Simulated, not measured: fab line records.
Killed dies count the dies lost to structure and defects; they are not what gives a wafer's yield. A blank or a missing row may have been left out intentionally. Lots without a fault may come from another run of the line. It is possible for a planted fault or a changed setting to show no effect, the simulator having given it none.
A struck lot beside a sound one + flow ritCmos + 19 steps out of a route of 202
Sound: wafers L897.1, L897.5, L897.6. Wafers struck: L900.2, L900.5, L900.6. At the end, the cause is stated.
Each step with rows lists, per side, the tool, then ch with its chambers, then its first start. Under that, the readings that differ: sound wafers + struck wafers + difference of the means + sigmas: that difference in standard deviations of wafers without a fault.
alike: readings with means less than 2 such deviations apart, plus words and numbers identical on both sides. not compared: withheld readings, readings lacking a value on some wafer, bounds such as >300 that could conceal the same value, and numbers that have no deviation in the record and whose values overlap.
A row with sigmas, a row that says differs or no value, or rows on one side alone: a step with any of these is where the two part. When numbers do not overlap yet have no deviation, they are printed without sigmas and do not part them. A reading that every wafer of one side lacks parts them only if that side has two wafers or more.

first, 4 steps without rows for these wafers: RIT_PSD_SOFTBAKE_02 (time 60 s); RIT_PSD_EXPOSE_03 (exposes mask M10, target cd 40900 nm); RIT_PSD_PEB_04; RIT_PSD_DEVELOP_05 (develop time 50 s).
RIT_PSD_OVL_MEAS_06:
  sound on overlay-02, day 5 00:37; struck on overlay-02, day 5 19:53
  alike: PSD_OVL
then, 2 steps without rows for these wafers: RIT_PSD_HARDBAKE_07 (time 60 s); RIT_PSD_IMPLANT_08.
RIT_PSD_STRIP_09: strips in O2, time 180 s.
  sound on plasmaAsher-02 ch 0,1, day 5 00:57; struck on plasmaAsher-02 ch 0,1, day 5 20:13
  alike: drypumpMotorCurrentA
  not compared: rfHoursCounterH
RIT_PSD_TW_MEAS_10:
  sound on filmMetro-02, day 5 01:07; struck on filmMetro-03, day 5 20:25
  alike: PSD_TW
then, 3 steps without rows for these wafers: RIT_SDANNEAL_CLEAN_00 (cleans in SC1, time 600 s); RIT_SDANNEAL_CLEAN_01 (cleans in dHF, time 30.43 s); RIT_SDANNEAL_CLEAN_02 (cleans in SC2, time 600 s).
RIT_SDANNEAL_RTA_03: time 5 s.
  sound on rtpAnneal-01 ch 0, day 5 01:34; struck on rtpAnneal-01 ch 0, day 5 20:50
  alike: wafer_temp_C_max
RIT_SDANNEAL_RS_MEAS_04: the measuring method here is four-point-probe.
  sound on filmMetro-04, day 5 01:38; struck on filmMetro-02, day 5 20:55
| reading         | sound                | struck            | difference | sigmas |
|-----------------|----------------------|-------------------|------------|--------|
| PSD_RS (ohm/sq) | 115.97 115.94 116.06 | 96.75 96.82 96.71 | -19.23     | -69    |
RIT_SDANNEAL_RS_MEAS_05: the measuring method here is four-point-probe.
  sound on filmMetro-04, day 5 01:45; struck on filmMetro-02, day 5 21:02
| reading         | sound             | struck            | difference | sigmas |
|-----------------|-------------------|-------------------|------------|--------|
| NSD_RS (ohm/sq) | 84.52 84.95 84.98 | 81.18 81.41 81.18 | -3.56      | -15    |
RIT_SDANNEAL_RS_MEAS_06: the measuring method here is four-point-probe.
  sound on filmMetro-04, day 5 01:52; struck on filmMetro-02, day 5 21:09
| reading          | sound             | struck            | difference | sigmas |
|------------------|-------------------|-------------------|------------|--------|
| PLDD_RS (ohm/sq) | 179.8 179.9 179.3 | 161.7 161.4 161.6 | -18.1      | -40    |
RIT_SDANNEAL_RS_MEAS_07: the measuring method here is four-point-probe.
  sound on filmMetro-04, day 5 01:59; struck on filmMetro-02, day 5 21:16
| reading          | sound             | struck            | difference | sigmas |
|------------------|-------------------|-------------------|------------|--------|
| NLDD_RS (ohm/sq) | 151.6 151.1 152.2 | 149.4 149.2 149.1 | -2.4       | -5     |
then, 1 step without rows for these wafers: RIT_SILICIDE_WET_ETCH_00 (etches SiO2 in BOE, target depth 14 nm, time 15 s).
RIT_M1_PROBE_99:
  sound on prober-02, day 5 09:01; struck on prober-02, day 6 04:41
  alike: killedAtFrontEnd, killedDies, killedOpen, killedShort

## WHERE THEY PART
Earliest at RIT_SDANNEAL_RS_MEAS_04; latest, in this record, at RIT_SDANNEAL_RS_MEAS_07. Later steps at which nothing parts them and some readings are alike: RIT_M1_PROBE_99.

WHY: the cause the simulator had injected
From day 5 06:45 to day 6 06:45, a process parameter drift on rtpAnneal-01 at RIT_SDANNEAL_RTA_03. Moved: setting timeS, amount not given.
